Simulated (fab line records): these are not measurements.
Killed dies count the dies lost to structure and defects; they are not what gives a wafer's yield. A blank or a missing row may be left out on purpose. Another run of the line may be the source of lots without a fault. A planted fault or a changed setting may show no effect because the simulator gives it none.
Split-lot trial + flow berkeleyCmos170 + 27 wafers read across 5 lots, on a route 331 steps long

THE SPLIT ITSELF
At UCB170_SCREENOX_OXIDATION_01 (target thk 14.4 nm, ox time 2400 s), the setting oxTimeS was moved away from the recipe's 2400 s on 24 of the 27 wafers read, by -50.4% to +53.8%. For the rest of the wafers, this setting stayed at what the recipe calls for.

No step appears in the file between the split and the reading.

THE READING
SCREENOX_OXIDE_THK in nanometres, read at UCB170_SCREENOX_THK_MEAS_02. Typical for fault-free wafers on this fab line: 14.25 nm, with standard deviation 0.22 nm.

| wafer  | tool, chamber at the split | oxTimeS as run, s | against the recipe | SCREENOX_OXIDE_THK, nm | against lot-mates on the recipe |
|--------|----------------------------|-------------------|--------------------|------------------------|---------------------------------|
| L075.1 | -, -                       | 1190              | -50.4%             | 8.67                   | no lot-mate on the recipe       |
| L075.2 | -, -                       | 1190              | -50.4%             | 8.66                   | no lot-mate on the recipe       |
| L075.3 | -, -                       | 1190              | -50.4%             | 8.97                   | no lot-mate on the recipe       |
| L075.4 | -, -                       | 1190              | -50.4%             | 9.08                   | no lot-mate on the recipe       |
| L075.5 | -, -                       | 1190              | -50.4%             | 8.70                   | no lot-mate on the recipe       |
| L075.6 | -, -                       | 1190              | -50.4%             | 8.66                   | no lot-mate on the recipe       |
| L077.1 | -, -                       | 3252              | +35.5%             | 17.55                  | no lot-mate on the recipe       |
| L077.2 | -, -                       | 3252              | +35.5%             | 17.56                  | no lot-mate on the recipe       |
| L077.3 | -, -                       | 3252              | +35.5%             | 17.22                  | no lot-mate on the recipe       |
| L077.4 | -, -                       | 3252              | +35.5%             | 17.44                  | no lot-mate on the recipe       |
| L077.5 | -, -                       | 3252              | +35.5%             | 17.42                  | no lot-mate on the recipe       |
| L077.6 | -, -                       | 3252              | +35.5%             | 17.42                  | no lot-mate on the recipe       |
| L079.2 | furnace-01, 0              | 2400              | recipe             | 14.26                  | -                               |
| L079.4 | furnace-01, 0              | 2400              | recipe             | 14.17                  | -                               |
| L079.5 | furnace-01, 0              | 2400              | recipe             | 14.26                  | -                               |
| L081.1 | -, -                       | 2775              | +15.6%             | 15.48                  | no lot-mate on the recipe       |
| L081.2 | -, -                       | 2775              | +15.6%             | 15.54                  | no lot-mate on the recipe       |
| L081.3 | -, -                       | 2775              | +15.6%             | 15.36                  | no lot-mate on the recipe       |
| L081.4 | -, -                       | 2775              | +15.6%             | 15.39                  | no lot-mate on the recipe       |
| L081.5 | -, -                       | 2775              | +15.6%             | 15.51                  | no lot-mate on the recipe       |
| L081.6 | -, -                       | 2775              | +15.6%             | 15.27                  | no lot-mate on the recipe       |
| L083.1 | -, -                       | 3692              | +53.8%             | 18.90                  | no lot-mate on the recipe       |
| L083.2 | -, -                       | 3692              | +53.8%             | 18.53                  | no lot-mate on the recipe       |
| L083.3 | -, -                       | 3692              | +53.8%             | 19.04                  | no lot-mate on the recipe       |
| L083.4 | -, -                       | 3692              | +53.8%             | 18.95                  | no lot-mate on the recipe       |
| L083.5 | -, -                       | 3692              | +53.8%             | 18.91                  | no lot-mate on the recipe       |
| L083.6 | -, -                       | 3692              | +53.8%             | 18.66                  | no lot-mate on the recipe       |

THE FIT
A straight line over all 27 wafers: SCREENOX_OXIDE_THK changes by +0.0973 nm for each +1% of oxTimeS; r = +1.00; the points scatter about the line by 0.25 nm.
Too few moved wafers with a lot-mate on the recipe to fit a line net of each lot's own level.

THE WHOLE CHAIN: every reading that the file lists as answering this split, in the file's order
| step                         | what it does                       | reading                                                                              | change (the file's fit)               | r (the file's) |
|------------------------------|------------------------------------|--------------------------------------------------------------------------------------|---------------------------------------|----------------|
| UCB170_SCREENOX_OXIDATION_01 | target thk 14.4 nm, ox time 2400 s | SiO2_of_SCREENOX_OXIDATION_01.thkNm (the simulator's own value, which no gauge read) | +0.097 nm for each +1% of the setting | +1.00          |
| UCB170_SCREENOX_THK_MEAS_02  |                                    | SCREENOX_OXIDE_THK                                                                   | +0.0973 for each +1% of the setting   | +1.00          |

FILE'S OWN FIT
SCREENOX_OXIDE_THK changes by +0.0973 nm for each +1% of oxTimeS, r = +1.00.
